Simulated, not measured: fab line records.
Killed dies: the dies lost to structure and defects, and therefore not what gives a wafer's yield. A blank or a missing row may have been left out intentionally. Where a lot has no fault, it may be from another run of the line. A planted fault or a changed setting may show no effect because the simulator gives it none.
Which tool is to blame? -- flow berkeley_cmos170 -- Sampling: 13 lots, 39 wafers, 6 of 331 route steps

== WHAT THE GAUGES SHOWED, per wafer ==
UCB170_PFIELD_TW_MEAS_09. Usual: PFIELD_TW 602, standard deviation 6.2.
lot,measured,on,PFIELD_TW,flag
L305,day 4 10:00,film_metro-04,610 609 610,
L307,day 4 14:40,film_metro-03,601 600 603,
L306,day 4 15:33,film_metro-01,595 596 595,
L313,day 5 19:57,film_metro-04,612 611 610,
L314,day 6 00:41,film_metro-03,601 601 604,
L316,day 6 14:04,film_metro-03,602 602 605,
L318,day 7 08:11,film_metro-01,593 591 593,
L320,day 7 10:43,film_metro-04,609 605 610,
L322,day 7 17:24,film_metro-01,593 592 589,
L325,day 8 10:21,film_metro-01,592 591 591,
L323,day 8 10:34,film_metro-04,606 608 607,
L327,day 8 22:27,film_metro-03,599 602 602,
L328,day 9 11:23,film_metro-04,610 609 610,

UCB170_PVT_OVL_MEAS_06. Usual: PVT_OVL -3 nm, standard deviation 4.9.
lot,measured,on,PVT_OVL (nm),flag
L305,day 5 17:40,overlay-02,0 0 4,
L307,day 5 20:07,overlay-02,-6 -1 -4,
L306,day 5 16:51,overlay-01,-6 -8 -3,
L313,day 7 07:13,overlay-02,-3 -6 -7,
L314,day 7 08:27,overlay-02,-13 -11 -8,
L316,day 7 18:17,overlay-01,-8 1 -3,
L318,day 8 13:38,overlay-02,-13 -7 -15,
L320,day 8 13:09,overlay-02,-4 -8 -13,
L322,day 8 21:47,overlay-02,-1 -9 -6,
L325,day 9 17:09,overlay-02,-1 4 2,
L323,day 9 16:59,overlay-02,2 -3 0,
L327,day 10 05:14,overlay-02,-1 4 -6,
L328,day 10 16:13,overlay-02,1 -7 -4,

UCB170_NLDD_TW_MEAS_11. Usual: NLDD_TW 2228, standard deviation 15.
lot,measured,on,NLDD_TW,flag
L305,day 6 08:26,film_metro-02,2241 2243 2244,
L307,day 6 12:08,film_metro-03,2228 2213 2224,
L306,day 6 09:20,film_metro-02,2235 2236 2243,
L313,day 7 21:36,film_metro-02,2232 2239 2235,
L314,day 8 01:56,film_metro-03,2063 2060 2074,OFF
L316,day 8 13:17,film_metro-03,2063 2070 2067,OFF
L318,day 9 11:34,film_metro-04,2248 2262 2254,
L320,day 9 10:51,film_metro-04,2250 2250 2249,
L322,day 9 17:40,film_metro-03,2206 2212 2211,
L325,day 10 11:56,film_metro-04,2227 2240 2230,
L323,day 10 11:13,film_metro-04,2231 2234 2242,
L327,day 10 23:27,film_metro-02,2225 2252 2242,
L328,day 11 08:27,film_metro-04,2235 2248 2234,

UCB170_SDANNEAL_RS_MEAS_05: uses a four-point probe to measure. Usual: NLDD_RS 616.4 ohm/sq, standard deviation 1.4.
lot,measured,on,NLDD_RS (ohm/sq),flag
L305,day 6 21:37,film_metro-02,617.1 618.3 617.3,
L307,day 6 21:35,film_metro-03,616.7 616.3 617.8,
L306,day 6 21:23,film_metro-04,614.7 615.4 618.1,
L313,day 8 12:46,film_metro-04,615.0 615.2 617.4,
L314,day 8 12:58,film_metro-03,728.8 728.1 727.6,OFF
L316,day 8 23:07,film_metro-03,733.7 734.0 732.3,OFF
L318,day 9 20:41,film_metro-03,617.3 615.7 614.7,
L320,day 9 20:11,film_metro-03,618.6 617.2 617.2,
L322,day 10 06:03,film_metro-03,617.0 615.5 616.2,
L325,day 10 21:25,film_metro-04,616.0 616.2 614.2,
L323,day 10 20:58,film_metro-03,617.6 617.1 615.7,
L327,day 11 08:36,film_metro-02,616.6 616.8 617.7,
L328,day 11 19:44,film_metro-02,615.4 616.6 617.8,

== TOOL THAT RAN EACH LOT (tool first, then ch and the chambers of the sampled wafers, then the start) ==
lot,UCB170_ACTIVE_STRIP_16,UCB170_NLDD_IMPLANT_08
L305,"plasma_asher-02 ch 0,1, day 4 07:35","implanter-01 ch 0, day 6 08:02"
L307,"plasma_asher-04 ch 0,1, day 4 10:27","implanter-04 ch 0, day 6 11:44"
L306,"plasma_asher-02 ch 0, day 4 10:38","implanter-03 ch 0, day 6 08:57"
L313,"plasma_asher-02 ch 0,1, day 5 17:32","implanter-03 ch 0, day 7 21:12"
L314,"plasma_asher-04 ch 0,1, day 5 21:56","implanter-01 ch 0, day 8 01:35"
L316,"plasma_asher-02 ch 0,1, day 6 12:16","implanter-01 ch 0, day 8 12:55"
L318,"plasma_asher-04 ch 0, day 7 04:43","implanter-03 ch 0, day 9 11:11"
L320,"plasma_asher-02 ch 0,1, day 7 08:44","implanter-03 ch 0, day 9 10:28"
L322,"plasma_asher-02 ch 0,1, day 7 14:43","implanter-03 ch 0, day 9 17:17"
L325,"plasma_asher-04 ch 0,1, day 8 05:20","implanter-03 ch 0, day 10 11:32"
L323,"plasma_asher-02 ch 0,1, day 8 05:57","implanter-03 ch 0, day 10 10:50"
L327,"plasma_asher-01 ch 0,1, day 8 20:13","implanter-03 ch 0, day 10 23:01"
L328,"plasma_asher-01 ch 0,1, day 9 08:38","implanter-03 ch 0, day 11 08:03"
- UCB170_ACTIVE_STRIP_16: strips in O2.
- UCB170_NLDD_IMPLANT_08

== WHAT THE TOOLS THEMSELVES READ (means of the sampled wafers that have a number; where no wafer has one, the mark that the record gives instead) ==
UCB170_ACTIVE_STRIP_16. Usual: drypump_motor_current_A 6.1 A, standard deviation 0.3; oes_product_au 0.721 a.u., standard deviation 0.0048; strip_time_to_endpoint_s 18.10 s, standard deviation 0.079.
lot,tool,drypump_motor_current_A (A),oes_product_au (a.u.),strip_time_to_endpoint_s (s),flag
L305,plasma_asher-02,6.3,0.722,18.07,
L307,plasma_asher-04,6.0,0.719,17.99,
L306,plasma_asher-02,5.9,0.721,18.04,
L313,plasma_asher-02,6.3,0.723,18.16,
L314,plasma_asher-04,5.9,0.720,18.14,
L316,plasma_asher-02,6.4,0.719,18.15,
L318,plasma_asher-04,5.7,0.721,18.17,
L320,plasma_asher-02,6.1,0.723,18.05,
L322,plasma_asher-02,6.4,0.718,18.23,
L325,plasma_asher-04,5.9,0.721,18.02,
L323,plasma_asher-02,6.3,0.724,18.08,
L327,plasma_asher-01,6.2,0.721,18.09,
L328,plasma_asher-01,6.2,0.726,18.02,

UCB170_NLDD_IMPLANT_08. Usual: dose_ions_cm2 5.001e+13, standard deviation 5.3e+10; faraday_current_uA 158.7, standard deviation 3.
lot,tool,dose_ions_cm2,faraday_current_uA,flag
L305,implanter-01,5.003e+13,156.9,
L307,implanter-04,5.001e+13,160.3,
L306,implanter-03,5.000e+13,159.6,
L313,implanter-03,4.999e+13,159.2,
L314,implanter-01,2.747e+13,85.3,OFF
L316,implanter-01,2.756e+13,87.7,OFF
L318,implanter-03,5.002e+13,158.0,
L320,implanter-03,4.996e+13,157.9,
L322,implanter-03,4.993e+13,159.4,
L325,implanter-03,4.998e+13,157.5,
L323,implanter-03,5.001e+13,158.2,
L327,implanter-03,4.999e+13,160.8,
L328,implanter-03,5.000e+13,160.3,

== THE ANSWER, worked out from the rows above alone ==
Rule: a lot is off if the mean of its wafers that have a number lies more than 3 standard deviations from the usual mean. A lot without any number at a reading at which 4 lots or more have one is off too. All remaining lots with rows at the step are treated as sound. The gauges are gone through in route order, then the tools' own readings, and for those a lot's mean is taken as printed above. The first step at which some lot is off is used, and at that step the reading that is off furthest; a lot without a number counts as furthest.
Off: at UCB170_NLDD_TW_MEAS_11 (NLDD_TW), L314, L316.
If a tool, at a process step before that reading, ran all the lots that are off and no sound lot after the first of them, it fits. Not tried: the gauges at UCB170_NLDD_TW_MEAS_11; whatever is off there is also off at UCB170_NLDD_IMPLANT_08, on other tools, and gauge error can't account for it. One fits: UCB170_NLDD_IMPLANT_08 on implanter-01. A fault onset in the window from L305 (day 6 08:02, its last sound lot) to L314 (day 8 01:35, its first lot off) fits.
The tool's own readings at UCB170_NLDD_IMPLANT_08 bear it out: on the lots that are off they differ by more than 5 times the standard deviation of the sound lots' means. dose_ions_cm2 reads 2.752e+13 there against 4.999e+13 on the sound lots; faraday_current_uA reads 86.5 there against 158.9 on the sound lots.

== WHAT HAD BEEN PUT IN BY THE SIMULATOR ==
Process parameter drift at UCB170_NLDD_IMPLANT_08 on implanter-01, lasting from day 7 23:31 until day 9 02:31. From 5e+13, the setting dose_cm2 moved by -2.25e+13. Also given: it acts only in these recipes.
Shown lots that were struck: L314, L316. Same finding as the rule above.
